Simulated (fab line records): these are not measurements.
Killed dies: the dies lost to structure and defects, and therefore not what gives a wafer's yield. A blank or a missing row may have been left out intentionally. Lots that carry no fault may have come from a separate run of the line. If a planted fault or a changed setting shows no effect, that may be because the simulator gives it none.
What tool caused it? -- flow rit_cmos -- 7 lots with 21 wafers sampled at 3 steps, on a route of 202 steps

WHAT THE GAUGES READ, wafer by wafer
RIT_GATE_THK_MEAS_07.
lot,measured,on,GATE_OXIDE_THK (nm)
L592,day 2 19:31,film_metro-03,3.05 3.08 2.99
L594,day 3 04:49,film_metro-02,3.05 2.93 2.94
L599,day 4 19:46,film_metro-03,3.07 3.01 3.03
L604,day 6 02:04,film_metro-01,3.16 3.07 3.13
L609,day 6 21:25,film_metro-03,2.94 2.95 2.89
L611,day 6 22:52,film_metro-01,2.98 2.99 2.97
L614,day 7 12:04,film_metro-03,2.91 2.97 2.99

WHICH TOOL RAN EACH LOT (tool, then ch and the chambers of the sampled wafers, then the start)
lot,RIT_PWELL_STRIP_09,RIT_NRETRO_EXPOSE_03
L592,"plasma_asher-03 ch 0,1, day 2 05:31","iline_stepper-01 ch 0, day 2 12:33"
L594,"plasma_asher-03 ch 0,1, day 2 14:51","iline_stepper-02 ch 0, day 2 21:14"
L599,"plasma_asher-02 ch 0,1, day 4 00:35","iline_stepper-01 ch 0, day 4 09:51"
L604,"plasma_asher-04 ch 0,1, day 5 03:27","iline_stepper-01, day 5 13:38"
L609,"plasma_asher-02 ch 0, day 6 06:18","iline_stepper-01 ch 0, day 6 14:46"
L611,"plasma_asher-02 ch 0,1, day 6 08:54","iline_stepper-01 ch 0, day 6 15:19"
L614,"plasma_asher-04 ch 1, day 6 22:37","iline_stepper-01 ch 0, day 7 06:05"
- RIT_PWELL_STRIP_09: strips in O2, time 180 s.
- RIT_NRETRO_EXPOSE_03: exposes mask M4, target cd 43900 nm.

THE ANSWER, worked out from the rows above alone
Rule: the lots themselves supply what counts as usual. The widest of any qualifying gaps counts: lots, ordered by their means at a reading, are off when they make up no more than a third of the lots, leave a main group of 4 or more, and stand apart from it by 3 or more times the standard deviation of that group's means. A main group is skipped when, at the precision printed for the reading in the tables above, its means are all equal. Also off: a lot with no number at a reading for which 4 or more lots have one. The other lots that the step has rows for count as sound.
Across all readings shown, no lot is off: no conclusion can be drawn from this.

WHAT THE SIMULATOR HAD INSERTED
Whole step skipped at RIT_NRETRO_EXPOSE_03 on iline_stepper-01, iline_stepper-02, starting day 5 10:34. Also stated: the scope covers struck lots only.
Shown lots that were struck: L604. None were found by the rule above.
